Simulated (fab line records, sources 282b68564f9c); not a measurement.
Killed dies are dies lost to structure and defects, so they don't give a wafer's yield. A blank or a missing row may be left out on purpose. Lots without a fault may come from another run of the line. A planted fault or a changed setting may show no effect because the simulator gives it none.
One fault seen from 2 desks | flow rit_cmos | each desk has only its own numbers; what lay behind them comes last

THE TOOL OWNER'S DESK: furnace-03
The tool's own readings at RIT_ACTIVE_OXIDATION_01 (target thk 46.8 nm, ox time 3360 s): means of the sampled wafers that have a number, for each lot that ran on this tool. A lot is out of limits, marked OUT, if its mean lies more than 4 standard deviations from the usual mean; the brackets give that distance.
Columns: A = tube_center_temp_C_max at RIT_ACTIVE_OXIDATION_01, usual 1002.6
lot  | first seen here | A
L726 | day 1 15:07     | 1002.9
L727 | day 1 20:07     | 1002.9
L728 | day 2 01:07     | 1002.2
L729 | day 2 06:07     | 1002.5
L734 | day 3 07:07     | 1002.6
L741 | day 4 19:24     | 1002.2
L743 | day 5 05:10     | 1002.3
This desk's finding: nothing out of limits on any of the 7 lots.

THE METROLOGY DESK
What the gauges read, lot by lot, whatever tool the lot ran on: means of the sampled wafers that have a number. A lot is out of limits, marked OUT, if its mean lies more than 4 standard deviations from the usual mean; the brackets give that distance.
Columns: A = ACTIVE_OXIDE_THK at RIT_ACTIVE_THK_MEAS_02, usual 46.8 nm
lot  | first seen here | A
L726 | day 1 17:04     | 46.4
L727 | day 1 22:03     | 44.9
L728 | day 2 03:03     | 46.3
L729 | day 2 08:04     | 46.3
L730 | day 2 13:03     | 47.5
L731 | day 2 18:03     | 46.4
L733 | day 3 04:05     | 46.4
L734 | day 3 09:04     | 46.7
L738 | day 4 05:04     | 46.8
L741 | day 4 21:20     | 28.6 (-23) OUT
L743 | day 5 07:05     | 29.9 (-21) OUT
L744 | day 5 11:56     | 47.6
L747 | day 6 03:08     | 48.2
L748 | day 6 07:04     | 47.9
This desk's finding: out of limits on L741, L743; first on L741, day 4 21:20 (ACTIVE_OXIDE_THK at RIT_ACTIVE_THK_MEAS_02). In limits: L726, L727, L728, L729, L730, L731, L733, L734, L738, L744, L747, L748.

PUT TOGETHER
The metrology desk could have raised an alarm at day 4 21:20, on L741, L743.
The tool owner's desk saw nothing out of limits.
The tool owner's desk has L741, L743 on record, within its limits.
Of the lots named, all ran RIT_ACTIVE_OXIDATION_01 on furnace-03.

WHAT THE SIMULATOR HAD PUT IN
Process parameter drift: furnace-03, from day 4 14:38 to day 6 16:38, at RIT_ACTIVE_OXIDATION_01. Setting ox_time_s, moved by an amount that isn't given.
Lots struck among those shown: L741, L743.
Hours from the fault's start to each desk's first reading out of limits: the metrology desk, 7.
